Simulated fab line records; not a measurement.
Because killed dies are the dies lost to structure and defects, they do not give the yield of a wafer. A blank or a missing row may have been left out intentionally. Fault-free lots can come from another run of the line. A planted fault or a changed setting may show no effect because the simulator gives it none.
A struck lot beside a sound one || flow rit_cmos || 18 out of 202 route steps
Sound: the wafers L387.3, L387.4, L387.5. The struck wafers were L392.1, L392.4, L392.6. The cause comes at the end.
Each step with rows lists, per side, the tool, then ch with its chambers, then its first start. Under that, the readings that differ: sound wafers || struck wafers || difference of the means || sigmas: that difference in standard deviations of wafers without a fault.
alike: words and numbers the same on both sides, and readings whose means are apart by under 2 such deviations; not compared: readings that were withheld, readings missing a value for some wafer, numbers with overlapping values and no deviation given by the record, and bounds like >300 which may hide the same value.
The two part at a step that has a row with sigmas, a row that says differs or no value, or rows on one side only. Numbers that don't overlap but have no deviation are shown without sigmas and don't part them. Lack of a reading on every wafer of one side parts them only where that side has two or more wafers.

first, 4 steps without rows for these wafers: RIT_NWELL_SOFTBAKE_02 (time 60 s); RIT_NWELL_EXPOSE_03 (exposes mask M2, target cd 43900 nm); RIT_NWELL_PEB_04; RIT_NWELL_DEVELOP_05 (develop time 68 s).
RIT_NWELL_OVL_MEAS_06:
  sound on overlay-02 at day 2 21:35; struck on overlay-01 at day 3 22:15
  alike: NWELL_OVL
then, 2 steps without rows for these wafers: RIT_NWELL_HARDBAKE_07 (time 120 s); RIT_NWELL_IMPLANT_08.
RIT_NWELL_STRIP_09: strips in O2, time 180 s.
  sound on plasma_asher-02 ch 0,1, day 2 22:04; struck on plasma_asher-01 ch 0,1, day 3 22:41
  alike: drypump_motor_current_A
  not compared: rf_hours_counter_h
RIT_NWELL_TW_MEAS_10:
  sound on film_metro-01 at day 2 22:13; struck on film_metro-01 at day 3 22:52
  alike: NWELL_TW
then, 3 steps without rows for these wafers: RIT_PWELL_HMDS_00 (prime time 60 s); RIT_PWELL_COAT_01 (resist thk 1300 nm); RIT_PWELL_SOFTBAKE_02 (time 60 s).
RIT_PWELL_EXPOSE_03: exposes mask M3, target cd 43700 nm.
  sound on iline_stepper-01 ch 0, day 2 22:52; struck on iline_stepper-02 ch 0, day 3 23:22
{"reading": "model.PWELL.overlay_x_nm (nm)", "sound": "0.1897 0.1897 0.1897", "struck": "240.4 240.4 240.4", "difference": "+240.2", "sigmas": ""}
  alike: mask
then, 2 steps without rows for these wafers: RIT_PWELL_PEB_04; RIT_PWELL_DEVELOP_05 (develop time 68 s).
RIT_PWELL_OVL_MEAS_06:
  sound on overlay-01 at day 2 23:16; struck on overlay-01 at day 3 23:48
{"reading": "PWELL_OVL (nm)", "sound": "0.9 1.7 2.4", "struck": "241.0 240.7 239.9", "difference": "+238.9", "sigmas": "+99 or more"}
then, 1 step without rows for these wafers: RIT_PWELL_HARDBAKE_07 (time 120 s).
RIT_M1_PROBE_99:
  sound on prober-01 at day 4 10:41; struck on prober-02 at day 5 10:25
{"reading": "model.etest.well_edge_left.line_ohm_um", "sound": "179.7 183.3 181.7", "struck": "203 204.2 203", "difference": "+22", "sigmas": ""}
{"reading": "model.etest.well_edge_right.line_ohm_um", "sound": "180.1 181.6 181.3", "struck": "166.7 168.3 166.8", "difference": -13.7, "sigmas": ""}
{"reading": "model.etest.iso_nwell_nwell.bv_v (V)", "sound": "21.61 21.95 21.23", "struck": "20.73 20.73 20.57", "difference": -0.92, "sigmas": ""}
  alike: killed_at_contacts, killed_at_front_end, killed_dies, killed_open, killed_short

## WHERE THEY PART
At RIT_PWELL_OVL_MEAS_06 and nowhere else, as far as this record goes. Later steps at which nothing parts them and some readings are alike: RIT_M1_PROBE_99.

WHY: whatever the simulator had introduced
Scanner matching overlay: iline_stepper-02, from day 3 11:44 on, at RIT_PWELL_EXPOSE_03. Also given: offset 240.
